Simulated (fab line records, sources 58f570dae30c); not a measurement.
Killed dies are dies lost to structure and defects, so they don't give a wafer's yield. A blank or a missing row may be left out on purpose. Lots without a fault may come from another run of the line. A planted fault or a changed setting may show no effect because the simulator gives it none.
Chamber matching | flow berkeley_cmos170 | UCB170_V1_ETCH_14 on rie_diel-01: 4 sister chambers
The step etches SiO2 in CHF3/CF4/Ar, stops on Al, target depth 1250 nm, time 297.6 s. 4 wafers are shown with their chamber, then 6 later ones without.

WAFERS WITH THEIR CHAMBER
wafer  | chamber | drypump_motor_current_A (A)
L292.2 | 1       | 6.4
L300.1 | 0       | 5.6
L309.5 | 2       | 5.6
L309.6 | 3       | 5.5

WAFERS WITHOUT THEIR CHAMBER
wafer  | drypump_motor_current_A (A)
L311.2 | 5.6
L311.4 | 5.4
L311.6 | 5.4
L313.1 | 5.5
L313.4 | 6.4
L313.5 | 5.5

WHICH CHAMBER EACH WENT THROUGH
wafer  | from the rows above          | in truth
L311.2 | can't be placed: 0 or 2 or 3 | 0
L311.4 | can't be placed: 3 or 0 or 2 | 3
L311.6 | can't be placed: 3 or 0 or 2 | 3
L313.1 | can't be placed: 3 or 0 or 2 | 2
L313.4 | 1                            | 1
L313.5 | can't be placed: 3 or 0 or 2 | 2
Placed correctly: 1 of 6. Can't be placed from these rows: 5 (the true chamber is among the candidates in 5). Placed wrongly: 0.
How it was worked out, from the rows above alone: a wafer's distance from a chamber is the root of the sum, over the readings, of the square of ((its reading less the chamber's mean) divided by the reading's scatter). The wafer belongs to the nearest chamber; if the next one is less than 2 further off, it can't be placed. A chamber's mean is the mean of its shown wafers. The scatter: with one shown wafer a chamber, the root of the mean of the squares of how far each hidden wafer lies from its nearest shown one.
